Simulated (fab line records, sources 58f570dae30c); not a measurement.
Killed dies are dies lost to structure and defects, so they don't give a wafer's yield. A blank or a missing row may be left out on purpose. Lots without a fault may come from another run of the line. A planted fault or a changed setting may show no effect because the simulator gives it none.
Split-lot experiment | flow berkeley_cmos170 | 5 lots, 23 wafers read, on a route of 331 steps

THE SPLIT
At UCB170_SACOX_OXIDATION_01 (target thk 14.4 nm, ox time 2400 s), the setting ox_time_s was moved away from the recipe's 2400 s on 20 of the 23 wafers read, by -8.7% to +13.6%. The other wafers ran this setting at the recipe's value.

The file shows no step between the split and the reading.

THE READING
SACOX_OXIDE_THK, in nm, at UCB170_SACOX_THK_MEAS_02. Fault-free wafers of this fab line usually give 14.40 nm, standard deviation 0.22 nm.

wafer  | tool, chamber at the split | ox_time_s as run, s | against the recipe | SACOX_OXIDE_THK, nm | against lot-mates on the recipe
L074.1 | -, -                       | 2521                | +5.0%              | 14.67               | no lot-mate on the recipe
L074.2 | -, -                       | 2521                | +5.0%              | 14.63               | no lot-mate on the recipe
L074.3 | -, -                       | 2521                | +5.0%              | 14.61               | no lot-mate on the recipe
L074.4 | -, -                       | 2521                | +5.0%              | 14.68               | no lot-mate on the recipe
L074.6 | -, -                       | 2521                | +5.0%              | 14.66               | no lot-mate on the recipe
L076.1 | -, -                       | 2645                | +10.2%             | 15.58               | no lot-mate on the recipe
L076.2 | -, -                       | 2645                | +10.2%             | 15.54               | no lot-mate on the recipe
L076.3 | -, -                       | 2645                | +10.2%             | 15.35               | no lot-mate on the recipe
L076.4 | -, -                       | 2645                | +10.2%             | 15.39               | no lot-mate on the recipe
L076.6 | -, -                       | 2645                | +10.2%             | 15.52               | no lot-mate on the recipe
L079.1 | -, -                       | 2192                | -8.7%              | 13.92               | no lot-mate on the recipe
L079.3 | -, -                       | 2192                | -8.7%              | 13.73               | no lot-mate on the recipe
L079.4 | -, -                       | 2192                | -8.7%              | 13.89               | no lot-mate on the recipe
L079.5 | -, -                       | 2192                | -8.7%              | 13.66               | no lot-mate on the recipe
L079.6 | -, -                       | 2192                | -8.7%              | 13.75               | no lot-mate on the recipe
L080.1 | -, -                       | 2726                | +13.6%             | 15.54               | no lot-mate on the recipe
L080.3 | -, -                       | 2726                | +13.6%             | 15.51               | no lot-mate on the recipe
L080.4 | -, -                       | 2726                | +13.6%             | 15.36               | no lot-mate on the recipe
L080.5 | -, -                       | 2726                | +13.6%             | 15.33               | no lot-mate on the recipe
L080.6 | -, -                       | 2726                | +13.6%             | 15.38               | no lot-mate on the recipe
L082.1 | furnace-01, 0              | 2400                | recipe             | 14.37               | -
L082.3 | furnace-01, 0              | 2400                | recipe             | 14.23               | -
L082.4 | furnace-01, 0              | 2400                | recipe             | 14.29               | -

THE FIT
A straight line over all 23 wafers: SACOX_OXIDE_THK changes by +0.0801 nm for each +1% of ox_time_s; r = +0.97; the points scatter about the line by 0.18 nm.
Too few moved wafers have a lot-mate on the recipe to fit a line with each lot's own level taken away.

THE WHOLE CHAIN: every reading that the file lists as answering this split, in the file's order
step                      | what it does                       | reading                                                                            | change (the file's fit)               | r (the file's)
UCB170_SACOX_OXIDATION_01 | target thk 14.4 nm, ox time 2400 s | SiO2_of_SACOX_OXIDATION_01.thk_nm (the simulator's own value, which no gauge read) | +0.079 nm for each +1% of the setting | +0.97
UCB170_SACOX_THK_MEAS_02  |                                    | SACOX_OXIDE_THK                                                                    | +0.0801 for each +1% of the setting   | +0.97

THE FILE'S OWN FIT
SACOX_OXIDE_THK changes by +0.0801 nm for each +1% of ox_time_s, r = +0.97.
